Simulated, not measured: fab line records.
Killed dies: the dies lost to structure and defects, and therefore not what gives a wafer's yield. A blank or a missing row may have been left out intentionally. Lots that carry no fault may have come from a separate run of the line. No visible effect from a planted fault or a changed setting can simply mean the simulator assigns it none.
The tool behind it: which one? -- flow berkeley cmos170 -- 10 lots, 30 wafers sampled, at 3 steps of a route of 331

WHAT THE GAUGES SHOWED, per wafer
UCB170_V2_CD_MEAS_90: target cd 700 nm.
lot,measured,on,cd nm (nm)
L949,day 8 18:12,cd sem-02,697.0 698.5 697.9
L957,day 11 09:37,cd sem-02,694.4 700.1 701.3
L964,day 12 16:38,cd sem-01,700.7 701.8 701.3
L965,day 12 17:36,cd sem-02,701.0 699.5 700.3
L963,day 12 19:07,cd sem-01,701.8 701.8 700.1
L971,day 14 01:53,cd sem-02,698.4 699.9 699.0
L972,day 14 13:46,cd sem-02,700.4 700.7 698.3
L968,day 14 14:24,cd sem-01,699.1 698.5 700.5
L967,day 14 15:04,cd sem-02,700.7 698.1 697.5
L969,day 14 15:51,cd sem-02,702.3 700.4 701.0

WHAT TOOL EACH LOT RAN ON (gives the tool, then ch and the chambers of the sampled wafers, and finally the start)
lot,UCB170_V2_ETCH_14,UCB170_V2_STRIP_15
L949,"rie diel-02 ch 0,1, day 8 17:50","plasma asher-04 ch 0,1, day 8 18:06"
L957,"rie diel-01 ch 0,2, day 11 09:20","plasma asher-03 ch 0,1, day 11 09:31"
L964,"rie diel-02 ch 0,1,3, day 12 16:22","plasma asher-01 ch 0,1, day 12 16:32"
L965,"rie diel-04 ch 0,2,3, day 12 17:19","plasma asher-01 ch 0,1, day 12 17:30"
L963,"rie diel-04 ch 0,2, day 12 18:50","plasma asher-03 ch 0,1, day 12 19:01"
L971,"rie diel-02 ch 1,3, day 14 01:35","plasma asher-01 ch 0,1, day 14 01:46"
L972,"rie diel-04 ch 0,3, day 14 13:29","plasma asher-03 ch 0,1, day 14 13:40"
L968,"rie diel-04 ch 0,3, day 14 14:06","plasma asher-01 ch 0,1, day 14 14:17"
L967,"rie diel-01 ch 0,1, day 14 14:46","plasma asher-03 ch 1, day 14 14:57"
L969,"rie diel-04 ch 1,2,3, day 14 15:33","plasma asher-03 ch 1, day 14 15:44"
- UCB170_V2_ETCH_14: etches SiO2 in CHF3/CF4/Ar, stops on Al, target depth 1250 nm, time 291 s.
- UCB170_V2_STRIP_15: strips in O2.

AS READ BY THE TOOLS THEMSELVES (means over the sampled wafers that have a number; for cases with no such wafer, the mark the record gives instead)
UCB170_V2_ETCH_14.
lot,tool,drypump motor current A (A),oes product au (a.u.),run length s (s),throttle valve pct (%)
L949,rie diel-02,5.7,0.876,318.9,6.95
L957,rie diel-01,5.8,0.899,263.0,7.07
L964,rie diel-02,5.5,0.882,319.1,7.01
L965,rie diel-04,5.4,0.871,319.7,6.96
L963,rie diel-04,5.3,0.878,319.9,7.06
L971,rie diel-02,5.4,0.868,318.9,6.95
L972,rie diel-04,5.7,0.886,319.9,6.90
L968,rie diel-04,5.7,0.885,320.0,6.90
L967,rie diel-01,5.3,0.861,319.2,6.97
L969,rie diel-04,5.4,0.871,319.5,7.00

UCB170_V2_STRIP_15.
lot,tool,drypump motor current A (A),oes product au (a.u.),strip time to endpoint s (s)
L949,plasma asher-04,5.4,0.721,15.34
L957,plasma asher-03,5.6,0.720,16.74
L964,plasma asher-01,5.9,0.717,15.36
L965,plasma asher-01,5.8,0.723,15.18
L963,plasma asher-03,5.7,0.725,15.12
L971,plasma asher-01,5.9,0.721,15.26
L972,plasma asher-03,5.6,0.718,15.17
L968,plasma asher-01,5.8,0.723,15.18
L967,plasma asher-03,5.4,0.720,15.42
L969,plasma asher-03,5.5,0.721,15.24

THE ANSWER, worked out from the rows above alone
Rule: what is usual is taken from the lots themselves. The widest of any qualifying gaps counts: lots, ordered by their means at a reading, are off when they make up no more than a third of the lots, leave a main group of 4 or more, and stand apart from it by 3 or more times the standard deviation of that group's means. A main group is skipped when, at the precision printed for the reading in the tables above, its means are all equal. A lot without any number at a reading at which 4 lots or more have one is off too. Where the step has rows for the other lots, those lots are counted as sound. Order of review: gauges by route order, followed by the tools' own readings, for which a lot's mean as printed above is used. The first step at which some lot is off is used, and at that step the reading that is off furthest; a lot without a number counts as furthest.
Off: L957, at UCB170_V2_ETCH_14 (run length s). Main group: mean 319.5 s, sd 0.42.
If a tool, at that step or one of the process steps before it, ran each lot that is off and ran no sound lot following the first of them, it fits. None of those tried fits.

WHAT WAS PUT IN BY THE SIMULATOR
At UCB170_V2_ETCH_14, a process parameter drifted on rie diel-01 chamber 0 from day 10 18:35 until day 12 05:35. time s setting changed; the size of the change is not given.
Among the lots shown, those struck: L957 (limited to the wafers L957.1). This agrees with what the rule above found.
